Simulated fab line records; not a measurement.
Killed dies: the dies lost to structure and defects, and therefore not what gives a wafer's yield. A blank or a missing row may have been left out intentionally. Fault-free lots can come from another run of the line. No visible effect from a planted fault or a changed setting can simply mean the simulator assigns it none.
Check of tool commonality    flow rit cmos    Sampled: 13 lots, 39 wafers

== WHY IT WAS OPENED ==
At RIT_SPACER_THK_MEAS_04 the reading SPACER_NITRIDE_THK is flagged on 1 of 13 lots. No-fault wafers: 249.1 nm, standard deviation 2.9.
Rule: a lot is flagged when every wafer of it that has a number lies more than 4 standard deviations from that mean, or none has a number. The rest of the lots are taken to be sound.

lot   measured     on             SPACER_NITRIDE_THK (nm), wafer by wafer  flag
L926  day 3 04:19  film metro-01  251.2 253.1 251.0                        
L927  day 3 10:43  film metro-04  247.6 245.9 246.0                        
L928  day 3 13:23  film metro-04  248.9 248.7 249.2                        
L930  day 3 23:23  film metro-02  245.0 247.8 242.0                        
L931  day 4 03:47  film metro-02  249.0 249.3 248.9                        
L933  day 4 14:32  film metro-04  250.4 248.8 249.4                        
L934  day 4 20:01  film metro-04  248.6 248.3 247.3                        
L935  day 4 23:57  film metro-02  253.2 252.3 251.1                        
L936  day 5 05:47  film metro-04  248.2 245.2 245.8                        
L937  day 5 09:02  film metro-01  247.4 246.9 248.2                        
L938  day 5 15:33  film metro-01  282.9 283.3 283.4                        FLAGGED
L939  day 5 19:59  film metro-02  250.9 250.8 249.4                        
L947  day 7 11:30  film metro-02  251.3 249.3 253.1                        
The mean of the flagged lots' numbers is 283.2 nm, +34.1 nm from the usual (+12 standard deviations).

== EACH LOT AND THE TOOL IT RAN ON ==
The record keeps 1 process step preceding the reading, out of 202 steps on the route. Every cell lists first the tool, next ch and the chambers used by the sampled wafers, and last the start.
lot   flag     RIT_SPACER_CVD_03
L926           lpcvd-02 ch 0, day 3 02:22
L927           lpcvd-01 ch 0, day 3 08:47
L928           lpcvd-01 ch 0, day 3 11:28
L930           lpcvd-01 ch 0, day 3 21:28
L931           lpcvd-02 ch 0, day 4 01:51
L933           lpcvd-01 ch 1, day 4 12:37
L934           lpcvd-01 ch 0, day 4 18:05
L935           lpcvd-02 ch 1, day 4 22:02
L936           lpcvd-01 ch 1, day 5 03:52
L937           lpcvd-01 ch 0, day 5 07:07
L938  FLAGGED  lpcvd-01 ch 1, day 5 13:37
L939           lpcvd-02 ch 0, day 5 18:04
L947           lpcvd-02 ch 0, day 7 09:35
What is done by these steps:
- RIT_SPACER_CVD_03: deposits Si3N4 from SiH2Cl2/NH3, target thk 250 nm, time 3300 s.
- RIT_SPACER_THK_MEAS_04

== FLAGGED OVER TOTAL, TOOL BY TOOL (the gauges that took the reading come last) ==
step                    tool           lots run  flagged  share of the flagged lots  sound lots run after its first flagged lot
RIT_SPACER_CVD_03       lpcvd-01       8         1        all                        0
RIT_SPACER_CVD_03       lpcvd-02       5         0        none                       -
RIT_SPACER_THK_MEAS_04  film metro-01  3         1        all                        0
RIT_SPACER_THK_MEAS_04  film metro-02  5         0        none                       -
RIT_SPACER_THK_MEAS_04  film metro-04  5         0        none                       -

== WHAT THE TABLE ALLOWS ==
Every flagged lot went through 2 rows of the table: lpcvd-01 at RIT_SPACER_CVD_03 and film metro-01 at RIT_SPACER_THK_MEAS_04.
- lpcvd-01 at RIT_SPACER_CVD_03 ran 8 lots, 1 of them flagged. It ran its last sound lot, L937, at day 5 07:07 and its first flagged lot, L938, at day 5 13:37: a fault with its onset between the two fits. Its own readings lie more than 4 standard deviations out on every wafer of the flagged lots: nh3 flow sccm.
- film metro-01 at RIT_SPACER_THK_MEAS_04 ran 3 lots, 1 of them flagged. It ran its last sound lot, L937, at day 5 09:02 and its first flagged lot, L938, at day 5 15:33: a fault with its onset between the two fits.
A lot count leaves these 2 tools indistinguishable: every one of them fits a fault beginning at some hour. More lots, or a look at what each step does to the wafer, might.

== WHAT THE SIMULATOR PUT IN ==
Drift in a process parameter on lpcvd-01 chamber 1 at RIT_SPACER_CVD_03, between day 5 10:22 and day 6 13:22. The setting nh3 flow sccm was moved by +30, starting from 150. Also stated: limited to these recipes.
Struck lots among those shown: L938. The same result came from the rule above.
